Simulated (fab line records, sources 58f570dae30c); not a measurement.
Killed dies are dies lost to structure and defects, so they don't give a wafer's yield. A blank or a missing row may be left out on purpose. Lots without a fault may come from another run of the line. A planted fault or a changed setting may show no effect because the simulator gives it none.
Split-lot experiment | flow berkeley_cmos170 | 5 lots, 23 wafers read, on a route of 331 steps

THE SPLIT
At UCB170_ZERO_COAT_01 (resist thk 900 nm), the setting spin_rpm was moved away from the recipe's 1500 rpm on 8 of the 23 wafers read, by +3.2% to +5.5%. The other wafers ran this setting at the recipe's value.

The reading is taken at the split's own step.

THE READING
KrF_of_ZERO_COAT_01.thk_nm (the simulator's own value, which no gauge read), in nm, at UCB170_ZERO_COAT_01 (resist thk 900 nm). The file gives no usual value for it. The 15 wafers here that ran the recipe average 900.0 nm, standard deviation 2.8 nm.

wafer  | tool, chamber at the split | spin_rpm as run, rpm | against the recipe | KrF_of_ZERO_COAT_01.thk_nm, nm | against lot-mates on the recipe
L074.1 | litho_track-01, 0          | 1500                 | recipe             | 903.7                          | -
L074.5 | litho_track-01, 0          | 1500                 | recipe             | 903.7                          | -
L074.2 | litho_track-01, 0          | 1500                 | recipe             | 903                            | -
L074.3 | litho_track-01, 0          | 1500                 | recipe             | 901.4                          | -
L074.6 | litho_track-01, 0          | 1500                 | recipe             | 903.4                          | -
L075.1 | litho_track-02, 0          | 1582                 | +5.5%              | 871.8                          | -27.7
L075.2 | litho_track-02, 0          | 1582                 | +5.5%              | 873.7                          | -25.8
L075.4 | litho_track-02, 0          | 1500                 | recipe             | 902                            | -
L075.5 | litho_track-02, 0          | 1500                 | recipe             | 897                            | -
L075.6 | litho_track-02, 0          | 1582                 | +5.5%              | 874.2                          | -25.3
L079.2 | litho_track-02, 0          | 1500                 | recipe             | 895.9                          | -
L079.3 | litho_track-02, 0          | 1500                 | recipe             | 895.6                          | -
L079.4 | litho_track-02, 0          | 1500                 | recipe             | 897.4                          | -
L081.1 | litho_track-01, 0          | 1551                 | +3.4%              | 884.4                          | -15.6
L081.2 | litho_track-01, 0          | 1500                 | recipe             | 902                            | -
L081.3 | litho_track-01, 0          | 1500                 | recipe             | 898.9                          | -
L081.4 | litho_track-01, 0          | 1551                 | +3.4%              | 883.9                          | -16.1
L081.6 | litho_track-01, 0          | 1500                 | recipe             | 899.1                          | -
L082.1 | litho_track-02, 0          | 1500                 | recipe             | 898.8                          | -
L082.2 | litho_track-02, 0          | 1548                 | +3.2%              | 887.9                          | -10.6
L082.3 | litho_track-02, 0          | 1500                 | recipe             | 898.2                          | -
L082.4 | litho_track-02, 0          | 1548                 | +3.2%              | 886.6                          | -11.9
L082.6 | litho_track-02, 0          | 1548                 | +3.2%              | 884.8                          | -13.7

THE FIT
A straight line over all 23 wafers: KrF_of_ZERO_COAT_01.thk_nm changes by -4.75 nm for each +1% of spin_rpm; r = -0.97; the points scatter about the line by 2.5 nm.
The same after taking each lot's own level away (the mean of its wafers on the recipe; 23 wafers): -4.6 nm for each +1%; r = -0.99; scatter 1.6 nm.
On that fit, the largest move of spin_rpm shifts the reading by 25 nm.
The lots' own levels span 896.30 to 903.04 nm, that is 2.4 times the standard deviation above.
So the lot-to-lot level changes the slope little: the two slopes agree.
Check: with one of the wafers moved furthest among these (+5.5%) left out of the fit, the line predicts -24.2 nm for it against its lot-mates. It came out at -27.7 nm against them.

OTHER SPLITS ON THESE WAFERS
These wafers also went through other splits before the reading. Each is held against what the fit with the lots' levels taken away leaves over:
other split on the same wafers      | wafers away from the commonest value | r with KrF_of_ZERO_COAT_01.thk_nm (lot level and that fit taken away)
UCB170_START_OXIDATION_02 ox_time_s | 15                                   | -0.47

THE WHOLE CHAIN: every reading that the file lists as answering this split, in the file's order
step                 | what it does      | reading                                                                     | change (the file's fit)              | r (the file's)
UCB170_ZERO_COAT_01  | resist thk 900 nm | KrF_of_ZERO_COAT_01.thk_nm (the simulator's own value, which no gauge read) | -4.57 nm for each +1% of the setting | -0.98
UCB170_ZERO_STRIP_07 | strips in O2      | strip_time_to_endpoint_s                                                    | withheld for each +1% of the setting | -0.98

THE FILE'S OWN FIT
KrF_of_ZERO_COAT_01.thk_nm changes by -4.57 nm for each +1% of spin_rpm, r = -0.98.
